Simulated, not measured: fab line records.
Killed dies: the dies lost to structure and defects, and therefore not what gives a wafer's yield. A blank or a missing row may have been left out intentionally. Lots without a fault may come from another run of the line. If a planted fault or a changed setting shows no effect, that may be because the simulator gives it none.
Shared-tool check | flow berkeley-cmos170 | Lots sampled 14, wafers sampled 48

== REASON FOR OPENING ==
Of 14 lots, 2 have the reading NVT_TW flagged at UCB170_NVT_TW_MEAS_09. No-fault wafers: 524, standard deviation 5.3.
Rule: a lot is flagged in two cases, either no wafer of it has a number, or all its wafers with numbers fall more than 4 standard deviations from that mean. The rest of the lots are taken to be sound.

lot  | measured     | on            | NVT_TW, wafer by wafer  | flag
L301 | day 6 23:43  | film-metro-03 | 532 532 530             |
L303 | day 7 00:47  | film-metro-03 | 530 531 532             |
L302 | day 7 01:20  | film-metro-03 | 530 526 527             |
L305 | day 7 13:22  | film-metro-03 | 529 532 528             |
L309 | day 7 22:23  | film-metro-03 | 473 475 474 473 473 474 | FLAGGED
L308 | day 7 22:38  | film-metro-03 | 531 529 531             |
L312 | day 8 06:53  | film-metro-02 | 465 465 466 466 465 467 | FLAGGED
L311 | day 8 07:53  | film-metro-02 | 525 522 520             |
L315 | day 8 22:49  | film-metro-02 | 524 522 522             |
L317 | day 10 01:35 | film-metro-01 | 521 519 518             |
L321 | day 10 06:53 | film-metro-02 | 520 521 521             |
L320 | day 10 07:13 | film-metro-03 | 530 527 528             |
L323 | day 10 19:11 | film-metro-03 | 531 527 527             |
L324 | day 10 19:24 | film-metro-02 | 520 518 522             |
Average over the flagged lots: 470; offset from the usual -54, equal to -10 standard deviations.

== EACH LOT AND THE TOOL IT RAN ON ==
Before the reading, the record contains 2 process steps out of a 331-step route. Read each cell as the tool, then ch plus the chambers that the sampled wafers visited, then the start.
lot  | flag    | UCB170_ACTIVE_SOFTBAKE_09        | UCB170_NVT_IMPLANT_07
L301 |         | litho-track-04 ch 0, day 5 07:30 | implanter-01 ch 0, day 6 23:31
L303 |         | litho-track-03 ch 0, day 5 08:14 | implanter-03 ch 0, day 7 00:33
L302 |         | litho-track-02 ch 0, day 5 07:59 | implanter-01 ch 0, day 7 01:06
L305 |         | litho-track-04 ch 0, day 5 18:36 | implanter-03 ch 0, day 7 13:07
L309 | FLAGGED | litho-track-02 ch 0, day 6 08:26 | implanter-01 ch 0, day 7 22:08
L308 |         | litho-track-03 ch 0, day 6 08:30 | implanter-04 ch 0, day 7 22:25
L312 | FLAGGED | litho-track-03 ch 0, day 6 19:40 | implanter-01 ch 0, day 8 06:41
L311 |         | litho-track-04 ch 0, day 6 19:40 | implanter-04 ch 0, day 8 07:41
L315 |         | litho-track-04 ch 0, day 7 11:16 | implanter-04 ch 0, day 8 22:32
L317 |         | litho-track-04 ch 0, day 8 07:35 | implanter-03 ch 0, day 10 01:21
L321 |         | litho-track-03 ch 0, day 8 14:04 | implanter-03 ch 0, day 10 06:38
L320 |         | litho-track-02 ch 0, day 8 14:28 | implanter-04 ch 0, day 10 06:59
L323 |         | litho-track-04 ch 0, day 9 06:11 | implanter-03 ch 0, day 10 18:58
L324 |         | litho-track-02 ch 0, day 9 05:53 | implanter-03 ch 0, day 10 19:10
These steps, and what they do:
- UCB170_ACTIVE_SOFTBAKE_09: time 62.57 s.
- UCB170_NVT_IMPLANT_07
- UCB170_NVT_TW_MEAS_09

== FLAGGED AGAINST TOTAL, ONE TOOL AT A TIME (gauges that did the reading follow at the end) ==
step                      | tool           | lots run | flagged | share of the flagged lots | sound lots run after its first flagged lot
UCB170_ACTIVE_SOFTBAKE_09 | litho-track-02 | 4        | 1       | some                      | 2 (L320,L324)
UCB170_ACTIVE_SOFTBAKE_09 | litho-track-03 | 4        | 1       | some                      | 1 (L321)
UCB170_ACTIVE_SOFTBAKE_09 | litho-track-04 | 6        | 0       | none                      | -
UCB170_NVT_IMPLANT_07     | implanter-01   | 4        | 2       | all                       | 0
UCB170_NVT_IMPLANT_07     | implanter-03   | 6        | 0       | none                      | -
UCB170_NVT_IMPLANT_07     | implanter-04   | 4        | 0       | none                      | -
UCB170_NVT_TW_MEAS_09     | film-metro-01  | 1        | 0       | none                      | -
UCB170_NVT_TW_MEAS_09     | film-metro-02  | 5        | 1       | some                      | 4 (L311,L315,L321,L324)
UCB170_NVT_TW_MEAS_09     | film-metro-03  | 8        | 1       | some                      | 3 (L308,L320,L323)

== WHAT IS ALLOWED BY THE TABLE ==
Rows of the table that ran each flagged lot: 1, that is implanter-01 at UCB170_NVT_IMPLANT_07.
- implanter-01 at UCB170_NVT_IMPLANT_07 ran 4 lots, 2 of them flagged. It ran its last sound lot, L302, at day 7 01:06 and its first flagged lot, L309, at day 7 22:08: a fault with its onset between the two fits. Its own readings (beam-energy-keV) fall more than 4 standard deviations out on all wafers of the flagged lots.
Just one tool remains: implanter-01 at UCB170_NVT_IMPLANT_07.

== WHAT HAD BEEN PUT IN BY THE SIMULATOR ==
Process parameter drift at UCB170_NVT_IMPLANT_07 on implanter-01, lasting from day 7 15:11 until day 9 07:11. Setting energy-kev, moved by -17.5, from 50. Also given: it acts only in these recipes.
Lots struck among those shown: L309, L312. This agrees with what the rule above found.
